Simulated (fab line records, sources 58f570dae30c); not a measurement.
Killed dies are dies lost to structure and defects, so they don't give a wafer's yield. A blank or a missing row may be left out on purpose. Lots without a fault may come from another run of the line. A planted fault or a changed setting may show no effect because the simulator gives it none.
Problem report in the 8D (eight disciplines) form, filled by code | flow berkeley_cmos170 | the parts of the form that need people (team, actions taken, sign-off) are left out

1. THE PROBLEM
M2_AL_RS at UCB170_M2_RS_MEAS_02 reads a mean of 0.0295 ohm/sq on 9 wafers of 3 lots; wafers without a fault read 0.0323 ohm/sq with a standard deviation of 0.00041. That is -6.9 standard deviations from the usual mean.
The step: measures by four-point-probe.
First seen on wafer L900.3, day 11 12:03, on film_metro-03. The record holds 45 wafers of 15 lots with a number at this step. Rule for "out", or "out of limits": more than 4 standard deviations from the usual mean. The other wafers with a number count as sound.

2. WHAT IT IS AND WHAT IT IS NOT
question                    | is                           | is not
which readings at this step | M2_AL_RS                     | -
which lots                  | L897, L900, L902             | L884, L885, L887, L888, L889, L892, L893, L894, L896, L899, L903, L905
which wafers of those lots  | all that have a number       | -
read on which gauges        | film_metro-03, film_metro-04 | film_metro-01
when                        | from day 11 12:03            | up to then (30 sound wafers); but 6 sound wafers of L903, L905 came after

3. SUSPECTS, AND WHAT RULES EACH OUT
Counting: a tool at a process step up to the reading stays a suspect if it ran every lot that is out and no sound lot after the first of them.
- the gauge at UCB170_M2_RS_MEAS_02: ruled out. The wafers that are out were read on 2 gauges (film_metro-03, film_metro-04).
- pvd_sputter-03 at UCB170_M2_SPUTTER_01 (material Al, target thk 900 nm, time 120 s): kept. It ran every lot that is out, first L900 (day 11 11:55), and no sound lot after that; its last sound lot up to then is L896 (day 11 02:17). Its own readings are out on those wafers: cathode_dc_power_W.
Left after counting: pvd_sputter-03 at UCB170_M2_SPUTTER_01.

4. THE CAUSE (what the simulator had put in)
Process parameter drift: pvd_sputter-03, from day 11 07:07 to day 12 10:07, at UCB170_M2_SPUTTER_01. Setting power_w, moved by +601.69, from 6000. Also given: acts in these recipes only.
Counting left only this tool.

5. THE CHAIN OF EFFECTS, in route order
Each row: a reading whose mean over the struck wafers that have a number lies more than 3 standard deviations from the usual. Only readings for which the record gives a usual standard deviation are gone through. hours: the time from each lot's start at the first step in this table that gives one to its start at this step, as a median over the lots. sigmas: the change in usual standard deviations.
hours | step                    | reading            | usual         | on struck wafers | change  | sigmas
0     | UCB170_M2_SPUTTER_01    | cathode_dc_power_W | 5999.9 W      | 6601.8           | +601.9  | +99 or more
0     | UCB170_M2_RS_MEAS_02    | M2_AL_RS           | 0.0323 ohm/sq | 0.0295           | -0.0028 | -6.9
0     | UCB170_M2_THK_MEAS_03   | M2_AL_THK          | 888 nm        | 973              | +85     | +7.0
3     | UCB170_M2_METAL_ETCH_18 | oes_product_au     | 0.846 a.u.    | 0.896            | +0.050  | +4.2
The process steps in it:
- UCB170_M2_SPUTTER_01: material Al, target thk 900 nm, time 120 s.
- UCB170_M2_METAL_ETCH_18: etches Al in Cl2/BCl3, stops on SiO2, target depth 1170 nm, time 195 s.

6. WHAT WOULD HAVE CAUGHT IT SOONER
In this record the first reading out of limits at a measuring or inspecting step was taken at day 11 12:03, 5 hours after the fault began at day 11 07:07.
The tool's own readings at UCB170_M2_SPUTTER_01 were out on every struck wafer that the step has a row for (cathode_dc_power_W): an alarm limit on them would have fired on the first of those.
Of the lots that are out (3), L897, L902 began UCB170_M2_SPUTTER_01 on pvd_sputter-03 after day 11 12:03. A hold on the tool at that time would have spared those 2.
